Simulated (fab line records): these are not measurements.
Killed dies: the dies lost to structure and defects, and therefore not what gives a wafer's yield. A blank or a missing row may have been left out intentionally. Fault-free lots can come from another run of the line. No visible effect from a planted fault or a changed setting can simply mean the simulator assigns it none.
Split-lot experiment / flow berkeley cmos170 / route with 331 steps; 5 lots, 23 wafers read

ON THE SPLIT
At UCB170_GATE_PEB_10, the setting peb temp c was moved away from the recipe's 130 C on 8 of the 23 wafers read, by -2.8% to +2.5%. All remaining wafers had this setting at the recipe value.

FROM THE SPLIT TO THE READING: what the file shows between them, 5 steps
- UCB170_GATE_DEVELOP_11: develop time 45 s
- UCB170_GATE_CD_MEAS_12: target cd 350 nm
- UCB170_GATE_ETCH_14: etches BARC in N2/H2
- UCB170_GATE_ETCH_15: etches poly-Si in HBr/Cl2, stops on SiO2, time 56.3 s, target depth 278.2 nm
- UCB170_GATE_STRIP_16: strips in O2

THE READING
cd nm at UCB170_GATE_CD_MEAS_90, given in nm (cd target 350 nm). Typical for fault-free wafers on this fab line: 349.8 nm, with standard deviation 1.4 nm.

wafer=L074.1; tool, chamber at the split=litho track-01, 0; peb temp c as run, C=126.3; against the recipe=-2.8%; cd nm, nm=368.9; against lot-mates on the recipe=+21.8
wafer=L074.2; tool, chamber at the split=litho track-01, 0; peb temp c as run, C=130; against the recipe=recipe; cd nm, nm=351.3; against lot-mates on the recipe=-
wafer=L074.3; tool, chamber at the split=litho track-01, 0; peb temp c as run, C=126.3; against the recipe=-2.8%; cd nm, nm=378.5; against lot-mates on the recipe=+31.4
wafer=L074.5; tool, chamber at the split=litho track-01, 0; peb temp c as run, C=130; against the recipe=recipe; cd nm, nm=342.9; against lot-mates on the recipe=-
wafer=L074.6; tool, chamber at the split=litho track-01, 0; peb temp c as run, C=126.3; against the recipe=-2.8%; cd nm, nm=378.6; against lot-mates on the recipe=+31.5
wafer=L077.1; tool, chamber at the split=litho track-02, 0; peb temp c as run, C=130; against the recipe=recipe; cd nm, nm=349.3; against lot-mates on the recipe=-
wafer=L077.2; tool, chamber at the split=litho track-02, 0; peb temp c as run, C=130; against the recipe=recipe; cd nm, nm=352.9; against lot-mates on the recipe=-
wafer=L077.3; tool, chamber at the split=litho track-02, 0; peb temp c as run, C=130; against the recipe=recipe; cd nm, nm=353.2; against lot-mates on the recipe=-
wafer=L077.4; tool, chamber at the split=litho track-02, 0; peb temp c as run, C=130; against the recipe=recipe; cd nm, nm=353.6; against lot-mates on the recipe=-
wafer=L077.5; tool, chamber at the split=litho track-02, 0; peb temp c as run, C=130; against the recipe=recipe; cd nm, nm=348.8; against lot-mates on the recipe=-
wafer=L079.3; tool, chamber at the split=litho track-02, 0; peb temp c as run, C=130; against the recipe=recipe; cd nm, nm=347.2; against lot-mates on the recipe=-
wafer=L079.4; tool, chamber at the split=litho track-02, 0; peb temp c as run, C=130; against the recipe=recipe; cd nm, nm=348.5; against lot-mates on the recipe=-
wafer=L079.5; tool, chamber at the split=litho track-02, 0; peb temp c as run, C=130; against the recipe=recipe; cd nm, nm=347.7; against lot-mates on the recipe=-
wafer=L081.1; tool, chamber at the split=litho track-01, 0; peb temp c as run, C=131.5; against the recipe=+1.2%; cd nm, nm=344.4; against lot-mates on the recipe=-7.2
wafer=L081.2; tool, chamber at the split=litho track-01, 0; peb temp c as run, C=131.5; against the recipe=+1.2%; cd nm, nm=332.8; against lot-mates on the recipe=-18.8
wafer=L081.3; tool, chamber at the split=litho track-01, 0; peb temp c as run, C=130; against the recipe=recipe; cd nm, nm=351.7; against lot-mates on the recipe=-
wafer=L081.4; tool, chamber at the split=litho track-01, 0; peb temp c as run, C=130; against the recipe=recipe; cd nm, nm=351.6; against lot-mates on the recipe=-
wafer=L081.5; tool, chamber at the split=litho track-01, 0; peb temp c as run, C=131.5; against the recipe=+1.2%; cd nm, nm=333.0; against lot-mates on the recipe=-18.6
wafer=L084.1; tool, chamber at the split=litho track-01, 0; peb temp c as run, C=130; against the recipe=recipe; cd nm, nm=349.9; against lot-mates on the recipe=-
wafer=L084.3; tool, chamber at the split=litho track-01, 0; peb temp c as run, C=130; against the recipe=recipe; cd nm, nm=362.8; against lot-mates on the recipe=-
wafer=L084.4; tool, chamber at the split=litho track-01, 0; peb temp c as run, C=130; against the recipe=recipe; cd nm, nm=351.6; against lot-mates on the recipe=-
wafer=L084.5; tool, chamber at the split=litho track-01, 0; peb temp c as run, C=133.3; against the recipe=+2.5%; cd nm, nm=330.9; against lot-mates on the recipe=-23.9
wafer=L084.6; tool, chamber at the split=litho track-01, 0; peb temp c as run, C=133.3; against the recipe=+2.5%; cd nm, nm=345.1; against lot-mates on the recipe=-9.7

THE FIT
A straight line over all 23 wafers: cd nm changes by -7.85 nm for each +1% of peb temp c; r = -0.88; the points scatter about the line by 5.8 nm.
The same after taking each lot's own level away (the mean of its wafers on the recipe; 23 wafers): -9.17 nm for each +1%; r = -0.93; scatter 5.2 nm.
On that fit, the largest move of peb temp c shifts the reading by 26 nm.
Measured against the standard deviation above, the lots' own levels, which go from 347.10 to 354.77 nm, span 5.5 times it.
So the lot-to-lot level changes the slope: the two fits differ.
Check: +27.8 nm against its lot-mates is what the line predicts for one of the wafers moved furthest among these (-2.8%) when that wafer is left out of the fit. It came out at +21.8 nm against them.

OTHER SPLITS APPLIED TO THESE WAFERS
Other splits were also applied to these wafers ahead of the reading. Each is held against what the fit with the lots' levels taken away leaves over:
other split on the same wafers=UCB170_START_OXIDATION_02 ox time s; wafers away from the commonest value=18; r with cd nm (lot level and that fit taken away)=+0.22
other split on the same wafers=UCB170_PWELL_CVD_05 pressure mtorr; wafers away from the commonest value=10; r with cd nm (lot level and that fit taken away)=+0.11
other split on the same wafers=UCB170_PWELL_IMPLANT_15 energy kev; wafers away from the commonest value=6; r with cd nm (lot level and that fit taken away)=-0.14
other split on the same wafers=UCB170_ACTIVE_CVD_05 temp c; wafers away from the commonest value=10; r with cd nm (lot level and that fit taken away)=+0.11
other split on the same wafers=UCB170_ACTIVE_SOFTBAKE_09 time s; wafers away from the commonest value=4; r with cd nm (lot level and that fit taken away)=-0.24
other split on the same wafers=UCB170_PVT_IMPLANT_07 energy kev; wafers away from the commonest value=8; r with cd nm (lot level and that fit taken away)=+0.25
other split on the same wafers=UCB170_GATE_EXPOSE_09 dose mj; wafers away from the commonest value=9; r with cd nm (lot level and that fit taken away)=-0.81

THE WHOLE CHAIN: every reading that the file lists as answering this split, in the file's order
step=UCB170_GATE_CD_MEAS_12; what it does=target cd 350 nm; reading=cd nm; change (the file's fit)=-8.99 nm for each +1% of the setting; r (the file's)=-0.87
step=UCB170_GATE_ETCH_15; what it does=etches poly-Si in HBr/Cl2, stops on SiO2, time 56.3 s, target depth 278.2 nm; reading=GATE.cd nm (the simulator's own value, which no gauge read); change (the file's fit)=-8.87 nm for each +1% of the setting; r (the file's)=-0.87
step=UCB170_GATE_CD_MEAS_90; what it does=target cd 350 nm; reading=cd nm; change (the file's fit)=-8.82 nm for each +1% of the setting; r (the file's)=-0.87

FILE'S OWN FIT
cd nm changes by -8.82 nm for each +1% of peb temp c, r = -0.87.
